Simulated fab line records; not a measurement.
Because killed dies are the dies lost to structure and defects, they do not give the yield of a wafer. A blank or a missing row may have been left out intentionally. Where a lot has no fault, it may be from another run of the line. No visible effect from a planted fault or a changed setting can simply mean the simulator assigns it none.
What tool caused it? -- flow rit_cmos -- 21 wafers from 7 lots sampled at 2 of the route's 202 steps

WHAT THE GAUGES READ, wafer by wafer
RIT_NLDD_TW_MEAS_10.
lot,measured,on,NLDD_TW
L384,day 3 04:01,film_metro-03,2477 2478 2467
L386,day 3 14:55,film_metro-04,2501 2510 2509
L388,day 4 00:08,film_metro-04,2272 2277 2275
L394,day 5 05:59,film_metro-01,2505 2499 2501
L397,day 5 21:47,film_metro-03,2468 2468 2476
L399,day 6 06:44,film_metro-04,2511 2511 2497
L403,day 7 02:17,film_metro-01,2492 2479 2488

WHICH TOOL RAN EACH LOT (tool, then ch and the chambers of the sampled wafers, then the start)
lot,RIT_NLDD_IMPLANT_08
L384,"implanter-03 ch 0, day 3 03:41"
L386,"implanter-03 ch 0, day 3 14:35"
L388,"implanter-04 ch 0, day 3 23:49"
L394,"implanter-03 ch 0, day 5 05:41"
L397,"implanter-03 ch 0, day 5 21:29"
L399,"implanter-02 ch 0, day 6 06:25"
L403,"implanter-04 ch 0, day 7 01:58"
- RIT_NLDD_IMPLANT_08

THE ANSWER, worked out from the rows above alone
Rule: the usual values come from the lots themselves. Put in order of their means at a reading, lots are off if they are a third of the lots or fewer, leave a main group of 4 or more, and stand apart from it by a gap of 3 or more times the standard deviation of the main group's means; of several such gaps the widest counts. If all means in a main group match to the digits the tables above print for the reading, that group is not used. Also off: a lot with no number at a reading for which 4 or more lots have one. All remaining lots with rows at the step are treated as sound.
Off: L388, seen at RIT_NLDD_TW_MEAS_10 (NLDD_TW). For the main group the mean is 2491 and the standard deviation 15.
A tool fits if, at a process step before that reading, it ran every lot that is off, and no sound lot after the first of them. Gauges at RIT_NLDD_TW_MEAS_10: tried the same way as those tools. Not one of the candidates tried fits.

WHAT HAD BEEN PUT IN BY THE SIMULATOR
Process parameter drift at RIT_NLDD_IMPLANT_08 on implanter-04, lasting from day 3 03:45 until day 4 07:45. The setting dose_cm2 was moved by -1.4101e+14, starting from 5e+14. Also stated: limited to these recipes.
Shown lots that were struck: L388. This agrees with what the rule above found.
